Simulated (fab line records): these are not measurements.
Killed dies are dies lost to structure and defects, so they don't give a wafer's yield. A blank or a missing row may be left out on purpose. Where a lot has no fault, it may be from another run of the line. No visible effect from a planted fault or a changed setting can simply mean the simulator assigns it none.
fab line records	flow ritCmos
[record] lots = 6	wafers = 18	lastDay = 7
route steps=202 shown NRETRO@60 PRETRO@64 GATE@75 M1@202
lots that met no fault: from a run of the same line without faults
startH: start of the lot's first displayed wafer, in hours after the record's first day	waitH: time in hours since the lot's previous step	" the same as in the row above	L1.1+2: a row that stands for several wafers	- no value present, or no start provided	* or withheld: withheld	< > ~ a bound
route shown NAME@n: NAME is a module with steps in the file, n the number in the route of the first one	usual: average and standard deviation across the fault-free wafers	same: alike in all rows	chamber/n: place in a boat	sites: each site's reading	_std_site: standard deviation across them	_edge_site: inner sites' mean taken away from outer sites' mean	radiusMm: for every site, how far away it sits from the centre of the wafer	mask NAME#n: copy n	behind: the last tool/chamber to shape the wafer	hold: what put the lot on hold/how long, in hours/how the hold closed	device: transistor that didn't switch, given as n, p or np	end of line: the tests these same wafers got at the end of their route	where a step has no rows: the recipe by itself	killed: count of dies lost to structure and defects at first sort (not the wafer's yield)	map: a wafer's dies, x killed, . not, _ none there
set.NAME: setting as actually run; set.NAME@STEP: the setting as run at that earlier step	model.NAME: the simulator's own value behind a step, which no gauge read
lots at some steps of the route; a table a step, a row a wafer
services: from which hour (startH, from the record's first day; less than 0 if before it) a tool's chamber was out of use, for how many hours, and why
[[steps]]
[step RIT_NRETRO_HARDBAKE_07]
[recipe] resist = NOVOLAK	tempC = 140	timeS = 120
[step RIT_NRETRO_IMPLANT_08]
[recipe] species = P	energyKev = 70	doseCm2 = 1e+13	tiltDeg = 7.154
[step RIT_NRETRO_STRIP_09]
[recipe] chemistry = O2	timeS = 180	resist = NOVOLAK	platenTempC = withheld	powerW = 500	pressureMtorr = 4000	o2FlowSccm = 4000
[usual] drypumpMotorCurrentA = 5.3/0.51
lot.wafer	tool	chamber	startH	waitH	drypumpMotorCurrentA	rfHoursCounterH
L197.2	plasmaAsher-02	0	30.30	0.1	5.9	40
L197.4	"	0	"	"	5.9	-
L197.5	"	1	"	"	5.9	-
L204.2	plasmaAsher-02	0	64.77	0.1	5.9	44
L204.3	"	0	"	"	5.9	-
L204.4	"	1	"	"	5.8	-
L210.1	plasmaAsher-01	1	94.83	0.1	5.2	45
L210.3	"	0	"	"	4.6	-
L210.6	"	1	"	"	5.2	-
L212.2	plasmaAsher-03	0	105.07	0.1	5.9	44
L212.3	"	1	"	"	5.8	-
L212.5	"	1	"	"	5.8	-
L218.1	plasmaAsher-01	0	135.51	0.1	4.7	49
L218.2	"	1	"	"	5.2	49
L218.5	"	1	"	"	5.2	-
L219.1	plasmaAsher-01	0	139.41	0.1	4.7	50
L219.3	"	0	"	"	4.7	-
L219.6	"	0	"	"	4.7	-
[step RIT_NRETRO_TW_MEAS_10]
[usual] NRETRO_TW = 1057/6
lot.wafer	tool	chamber	startH	waitH	NRETRO_TW
L197.2	filmMetro-04	-	30.49	0.1	1050
L197.4	"	-	"	"	1047
L197.5	"	-	"	"	1047
L204.2	filmMetro-04	-	64.95	0.1	1048
L204.3	"	-	"	"	1049
L204.4	"	-	"	"	1044
L210.1	filmMetro-03	-	95.05	0.2	1064
L210.3	"	-	"	"	1056
L210.6	"	-	"	"	1056
L212.2	filmMetro-03	-	105.26	0.1	1053
L212.3	"	-	"	"	1055
L212.5	"	-	"	"	1055
L218.1	filmMetro-04	-	135.69	0.1	1057
L218.2	"	-	"	"	1054
L218.5	"	-	"	"	1055
L219.1	filmMetro-03	-	139.59	0.1	1062
L219.3	"	-	"	"	1059
L219.6	"	-	"	"	1054
[step RIT_PRETRO_HMDS_00]
[recipe] primeTimeS = 60	primeTempC = 140
[step RIT_PRETRO_COAT_01]
[recipe] resist = NOVOLAK	spinRpm = 2000	resistThkNm = 1300
[step RIT_PRETRO_SOFTBAKE_02]
[recipe] resist = NOVOLAK	tempC = 90	timeS = 60
[step RIT_PRETRO_EXPOSE_03]
[recipe] maskId = M5	na = 0.57	targetCdNm = 43700	doseMj = 250
[step RIT_PRETRO_PEB_04]
[recipe] resist = NOVOLAK	tempC = withheld	timeS = withheld
[step RIT_PRETRO_DEVELOP_05]
[recipe] resist = NOVOLAK	developTimeS = 68	devTempC = 23
[step RIT_PRETRO_OVL_MEAS_06]
[usual] PRETRO_OVL = -0.3/1.2
lot.wafer	tool	chamber	startH	waitH	PRETRO_OVL[nm]
L197.2	overlay-02	-	31.55	-	-0.7
L197.4	"	-	"	"	-1.5
L197.5	"	-	"	"	-0.6
L204.2	overlay-01	-	66.02	-	1.7
L204.3	"	-	"	"	1.1
L204.4	"	-	"	"	2.9
L210.1	overlay-02	-	96.12	-	-0.3
L210.3	"	-	"	"	-0.2
L210.6	"	-	"	"	-0.8
L212.2	overlay-02	-	106.32	-	-0.2
L212.3	"	-	"	"	-0.2
L212.5	"	-	"	"	0.0
L218.1	overlay-02	-	136.63	-	-1.7
L218.2	"	-	"	"	-2.3
L218.5	"	-	"	"	-2.8
L219.1	overlay-02	-	140.65	-	-0.4
L219.3	"	-	"	"	-2.1
L219.6	"	-	"	"	-1.3
[step RIT_PRETRO_HARDBAKE_07]
[recipe] resist = NOVOLAK	tempC = 140	timeS = 120
[step RIT_PRETRO_IMPLANT_08]
[recipe] species = B	energyKev = 45.44	doseCm2 = 1.2e+13	tiltDeg = 7
[usual] doseIonsCm2 = 1.1999e+13/1.4e+10	faradayCurrentUA = 37.9/0.81	tiltDeg = 6.999/0.022
lot.wafer	tool	chamber	startH	waitH	doseIonsCm2	faradayCurrentUA	tiltDeg
L197.2	implanter-02	0	31.86	0.2	1.2009e+13	37.5	6.972
L197.4	"	0	"	"	1.2004e+13	37.8	7.014
L197.5	"	0	"	"	1.1986e+13	36.9	6.989
L204.2	implanter-02	0	66.44	0.2	1.2017e+13	36.7	6.954
L204.3	"	0	"	"	1.1985e+13	36.9	6.976
L204.4	"	0	"	"	1.2019e+13	38.0	6.992
L210.1	implanter-02	0	96.40	0.2	1.6313e+13	52.6	6.984
L210.3	"	0	"	"	1.6322e+13	50.2	6.996
L210.6	"	0	"	"	1.6299e+13	51.8	7.002
L212.2	implanter-02	0	106.62	0.2	1.6321e+13	52.7	6.999
L212.3	"	0	"	"	1.6323e+13	49.9	6.999
L212.5	"	0	"	"	1.6341e+13	52.6	7.008
L218.1	implanter-01	0	136.91	0.2	1.2002e+13	38.6	7.010
L218.2	"	0	"	"	1.2023e+13	39.5	6.996
L218.5	"	0	"	"	1.2006e+13	38.2	6.975
L219.1	implanter-01	0	140.94	0.2	1.2015e+13	37.6	7.005
L219.3	"	0	"	"	1.2012e+13	37.4	6.999
L219.6	"	0	"	"	1.1987e+13	36.1	6.996
[step RIT_PRETRO_STRIP_09]
[recipe] chemistry = O2	timeS = 180	resist = NOVOLAK	platenTempC = withheld	powerW = 500	pressureMtorr = 4000	o2FlowSccm = 4000
[usual] drypumpMotorCurrentA = 5.3/0.47
lot.wafer	tool	chamber	startH	waitH	drypumpMotorCurrentA	rfHoursCounterH
L197.2	plasmaAsher-01	1	31.98	0.1	5.2	38
L197.4	"	0	"	"	4.7	-
L197.5	"	0	"	"	4.7	-
L204.2	plasmaAsher-01	0	66.56	0.1	4.6	42
L204.3	"	0	"	"	4.6	-
L204.4	"	1	"	"	5.2	-
L210.1	plasmaAsher-03	0	96.55	0.1	5.9	43
L210.3	"	0	"	"	5.9	-
L210.6	"	1	"	"	5.8	-
L212.2	plasmaAsher-01	1	106.75	0.1	5.2	46
L212.3	"	0	"	"	4.7	-
L212.5	"	0	"	"	4.7	-
L218.1	plasmaAsher-01	0	137.06	0.1	4.7	50
L218.2	"	1	"	"	5.2	50
L218.5	"	1	"	"	5.2	-
L219.1	plasmaAsher-01	0	141.09	0.1	4.7	50
L219.3	"	1	"	"	5.2	-
L219.6	"	0	"	"	4.6	-
[step RIT_PRETRO_TW_MEAS_10]
[usual] PRETRO_TW = 479.1/2.6
lot.wafer	tool	chamber	startH	waitH	PRETRO_TW
L197.2	filmMetro-02	-	32.17	0.1	481.6
L197.4	"	-	"	"	480.9
L197.5	"	-	"	"	478.8
L204.2	filmMetro-02	-	66.75	0.1	482.6
L204.3	"	-	"	"	481.5
L204.4	"	-	"	"	481.6
L210.1	filmMetro-02	-	96.73	0.1	531.6
L210.3	"	-	"	"	529.3
L210.6	"	-	"	"	528.1
L212.2	filmMetro-02	-	106.93	0.1	526.0
L212.3	"	-	"	"	530.8
L212.5	"	-	"	"	530.0
L218.1	filmMetro-02	-	137.24	0.1	481.4
L218.2	"	-	"	"	479.3
L218.5	"	-	"	"	479.7
L219.1	filmMetro-04	-	141.27	0.1	478.0
L219.3	"	-	"	"	477.2
L219.6	"	-	"	"	477.2
[step RIT_GATE_WET_ETCH_00]
[recipe] chemistry = BOE	target = SiO2	targetDepthNm = 56	timeS = 60	dry = n2Spin	dilution = 10:1	tempC = 21.5
[step RIT_M1_PROBE_99]
[usual] killedAtContacts = 0.0/0.18	killedAtFrontEnd = 6/3.1	killedDies = 6/3.1	killedOpen = 3.4/1.9	killedShort = 3.1/2
[same] grossDies = 264	killed_at_M0_to_M3 = 0	killed_at_M4_up = 0	killedAtBackSide = 0	killedAtOther = 0
lot.wafer	tool	chamber	startH	waitH	killedAtContacts	killedAtFrontEnd	killedDies	killedOpen	killedShort	model.etest.nmos_0p3.rOnOhmUm	model.etest.nmos_0p15.rOnOhmUm	model.etest.nmosTurned.driveUaUm	model.etest.nmos_0p15.driveUaUm	model.etest.nmos_0p3.driveUaUm	model.etest.nmosNarrow.driveUaUm	model.etest.ring.delayPs	model.etest.retroEdgeNmos.offLog10AUm
L197.2	prober-02	-	57.00	0.1	0	15	15	5	10	2155	1129	330.3	473.5	228.5	229.6	27.36	-9.996
L197.4	prober-02	-	57.10	0.2	0	6	6	4	2	2135	1111	335.2	469.9	224.9	223.6	27.32	-10.16
L197.5	prober-02	-	57.15	0.2	1	11	12	8	4	2141	1134	326	466	227.7	224.3	27.94	-9.933
L204.2	prober-02	-	91.93	0.1	0	9	9	5	4	2124	1115	324	474.3	228.2	231.7	26.83	-9.726
L204.3	prober-02	-	91.98	0.2	0	12	12	6	6	2120	1110	331.2	489.4	233.8	239.5	25.9	-9.485
L204.4	prober-02	-	92.03	0.2	0	5	5	2	3	2095	1094	342	487.4	232.8	235.9	25.94	-9.444
L210.1	prober-02	-	124.64	0.1	0	8	8	4	4	2359	1156	292.9	418.2	186.5	187.8	28.36	-10.99
L210.3	prober-02	-	124.74	0.2	0	13	13	9	4	2399	1184	292.5	417.7	186.6	187.2	28.37	-10.94
L210.6	prober-02	-	124.89	0.2	0	8	8	4	4	2348	1186	286.3	422.1	188.9	190.1	28.4	-11.1
L212.2	prober-02	-	131.95	0.1	0	7	7	4	3	2336	1227	290.5	429	202.1	200.8	28.43	-10.91
L212.3	prober-02	-	132.00	0.2	0	8	8	1	7	2350	1217	281.9	425.6	198.1	199.4	28.45	-11.02
L212.5	prober-02	-	132.10	0.2	0	7	7	4	3	2317	1239	286.2	423.7	200.9	201.5	28.65	-10.85
L218.1	prober-02	-	163.39	0.1	0	7	7	1	6	2192	1094	338.6	477.9	214.4	215.5	26.12	-9.488
L218.2	prober-02	-	163.44	0.1	0	7	7	4	3	2166	1116	330.7	466.3	218.8	217.9	27.12	-10.11
L218.5	prober-02	-	163.59	0.2	0	3	3	2	1	2178	1094	334.3	472.8	217.5	213.9	26.68	-9.664
L219.1	prober-01	-	168.49	0.1	0	7	7	4	3	2191	1144	312.5	456.9	220.3	216.3	27.16	-10.04
L219.3	prober-01	-	168.59	0.2	0	7	7	3	4	2234	1185	308	445.2	217.6	214.8	27.74	-10.28
L219.6	prober-01	-	168.74	0.2	0	7	7	3	4	2179	1141	308.8	458.1	221.1	217.1	27.39	-10.45
// killed by level:class
L197.2 GATE:geometricParticle:short=5 FOX1:geometricParticle:short=2 GATE:geometricParticle:open=2 REOX:geometricParticle:short=2 REOX:geometricParticle:open=2 FOX2:geometricParticle:short=1 SILICIDE:geometricParticle:open=1
L197.4 GATE:geometricParticle:open=2 FOX1:geometricParticle:open=1 FOX1:geometricParticle:short=1 GATE:geometricParticle:short=1 SILICIDE:geometricParticle:open=1
L197.5 GATE:geometricParticle:open=5 GATE:geometricParticle:short=3 FOX1:geometricParticle:open=2 REOX:geometricParticle:short=1 CONTACT:geometricParticle:open=1
L204.2 GATE:geometricParticle:short=3 GATE:geometricParticle:open=2 REOX:geometricParticle:open=2 FOX2:geometricParticle:open=1 SPACER:geometricParticle:short=1
L204.3 GATE:geometricParticle:open=3 REOX:geometricParticle:short=3 REOX:geometricParticle:open=3 GATE:geometricParticle:short=2 FOX2:geometricParticle:short=1
L204.4 GATE:geometricParticle:short=1 GATE:geometricParticle:open=1 REOX:geometricParticle:short=1 SPACER:geometricParticle:short=1 SPACER:geometricParticle:open=1
L210.1 FOX1:geometricParticle:short=2 GATE:geometricParticle:open=2 GATE:geometricParticle:short=2 FOX1:geometricParticle:open=1 REOX:geometricParticle:open=1
L210.3 GATE:geometricParticle:open=4 FOX2:geometricParticle:open=3 FOX2:geometricParticle:short=2 FOX1:geometricParticle:open=1 GATE:geometricParticle:short=1 SILICIDE:geometricParticle:short=1 SILICIDE:geometricParticle:open=1
L210.6 GATE:geometricParticle:short=4 GATE:geometricParticle:open=3 SILICIDE:geometricParticle:open=1
L212.2 GATE:geometricParticle:open=2 SPACER:geometricParticle:short=2 GATE:geometricParticle:short=1 REOX:geometricParticle:open=1 SPACER:geometricParticle:open=1
L212.3 GATE:geometricParticle:short=6 GATE:geometricParticle:open=1 SPACER:geometricParticle:short=1
L212.5 GATE:geometricParticle:open=2 SPACER:geometricParticle:short=2 SPACER:geometricParticle:open=2 REOX:geometricParticle:short=1
L218.1 GATE:geometricParticle:short=4 GATE:geometricParticle:open=1 REOX:geometricParticle:short=1 SPACER:geometricParticle:short=1
L218.2 GATE:geometricParticle:open=3 GATE:geometricParticle:short=3 REOX:geometricParticle:open=1
L218.5 FOX1:geometricParticle:open=1 GATE:geometricParticle:short=1 GATE:geometricParticle:open=1
L219.1 GATE:geometricParticle:short=2 FOX1:geometricParticle:open=1 GATE:geometricParticle:open=1 SPACER:geometricParticle:open=1 SILICIDE:geometricParticle:short=1 SILICIDE:geometricParticle:open=1
L219.3 GATE:geometricParticle:short=4 GATE:geometricParticle:open=3
L219.6 SILICIDE:geometricParticle:short=2 FOX1:geometricParticle:open=1 GATE:geometricParticle:short=1 GATE:geometricParticle:open=1 SPACER:geometricParticle:short=1 SILICIDE:geometricParticle:open=1
[[services]]
tool	chamber	startH	hours	kind
implanter-01	-	24.38	2.4	repair
implanter-02	-	26.92	4.4	repair
implanter-02	-	44.78	2.9	repair
implanter-01	-	45.25	0.9	repair
implanter-02	-	73.58	2.8	pm
plasmaAsher-02	-	108.75	9.0	pm
plasmaAsher-02	0	108.75	9.0	ventCycle
plasmaAsher-02	1	108.75	9.0	ventCycle
plasmaAsher-02	0	117.75	-	clean
plasmaAsher-02	1	117.75	-	clean
implanter-02	-	127.50	3.1	repair
implanter-02	-	130.94	1.5	repair
[[key]]
[firstSign] step = RIT_PRETRO_IMPLANT_08	reading = doseIonsCm2	direction = up	sigmas = 99+	usual = 1.1999e+13	struck = 1.632e+13
[effect] step = RIT_PRETRO_IMPLANT_08	reading = faradayCurrentUA	direction = up	sigmas = 17	usual = 37.9	struck = 51.6
[effect] step = RIT_PRETRO_TW_MEAS_10	reading = PRETRO_TW	direction = up	sigmas = 19	usual = 479.1	struck = 529.3
[modelEffect] step = RIT_M1_PROBE_99	value = etest.nmos_0p3.rOnOhmUm	without = 2187	struck = 2351
metAt RIT_PRETRO_IMPLANT_08
struckWafers L210.1,L210.3,L210.6,L212.2,L212.3,L212.5
testerLeftOut L210,L212
onsetBetween 66.44 96.40
[fault] kind = processParameterDrift	tool = implanter-02	chamber = -	onsetH = 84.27	steps = RIT_PRETRO_IMPLANT_08	channel = doseCm2	offset = 4.32e+12	shape = step	endH = 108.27	actsIn = theseRecipesOnly	stated = 1.2e+13
// testerLeftOut: of these lots the tester's yield and bins aren't shown, on N5 and GAA mostly nor the transistor test; their killed dies are dies lost to structure and defects alone, not to doping, threshold or leakage, so they don't give the yield
